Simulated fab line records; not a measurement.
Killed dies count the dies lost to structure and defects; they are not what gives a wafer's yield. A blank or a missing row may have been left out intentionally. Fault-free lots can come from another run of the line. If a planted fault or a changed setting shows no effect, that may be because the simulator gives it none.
Chamber matching + flow berkeley_cmos170 + UCB170_V2_CMP_02 on cmp-02 has 4 sister chambers
The step polishes SiO2. 8 wafers are shown with their chamber, then 12 later ones without.

## EACH WAFER AND ITS CHAMBER
| wafer  | chamber | motor_current_A (A) |
|--------|---------|---------------------|
| L092.3 | 2       | 15.0                |
| L092.6 | 0       | 15.9                |
| L092.1 | 1       | 15.8                |
| L092.4 | 0       | 16.3                |
| L092.5 | 3       | 17.9                |
| L097.2 | 2       | 15.4                |
| L097.3 | 3       | 18.1                |
| L097.4 | 1       | 15.6                |

## WAFERS WHOSE CHAMBER IS MISSING
| wafer  | motor_current_A (A) |
|--------|---------------------|
| L097.1 | 16.5                |
| L097.5 | 15.7                |
| L097.6 | 17.7                |
| L094.1 | 18.9                |
| L094.2 | 15.2                |
| L094.4 | 14.3                |
| L096.2 | 16.8                |
| L096.3 | 15.4                |
| L096.5 | 15.5                |
| L096.1 | 14.3                |
| L096.4 | 17.7                |
| L096.6 | 15.3                |

## WHICH CHAMBER EACH WENT THROUGH
| wafer  | from the rows above          | in truth                   |
|--------|------------------------------|----------------------------|
| L097.1 | can't be placed: 0 or 1      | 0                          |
| L097.5 | can't be placed: 1 or 0      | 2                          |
| L097.6 | 3                            | 3                          |
| L094.1 | 3                            | 3                          |
| L094.2 | 2                            | 2                          |
| L094.4 | 2                            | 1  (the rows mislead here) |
| L096.2 | can't be placed: 0 or 1      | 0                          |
| L096.3 | can't be placed: 2 or 1      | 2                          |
| L096.5 | can't be placed: 1 or 2 or 0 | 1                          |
| L096.1 | 2                            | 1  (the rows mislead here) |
| L096.4 | 3                            | 3                          |
| L096.6 | can't be placed: 2 or 1      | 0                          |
Correctly placed: 4 of 12. Cannot be placed on the basis of these rows: 6; the candidates contain the true chamber in 4. 2 placed wrongly.
How it was worked out, from the rows above alone: a wafer's distance from a chamber is the root of the sum, over the readings, of the square of ((its reading less the chamber's mean) divided by the reading's scatter). The wafer belongs to the nearest chamber; if the next one is less than 2 further off, it can't be placed. The mean given for a chamber averages the wafers shown for that chamber. The scatter: the root of (the sum of the squares of (reading less its chamber's mean) over the shown wafers, divided by (wafers less chambers)).
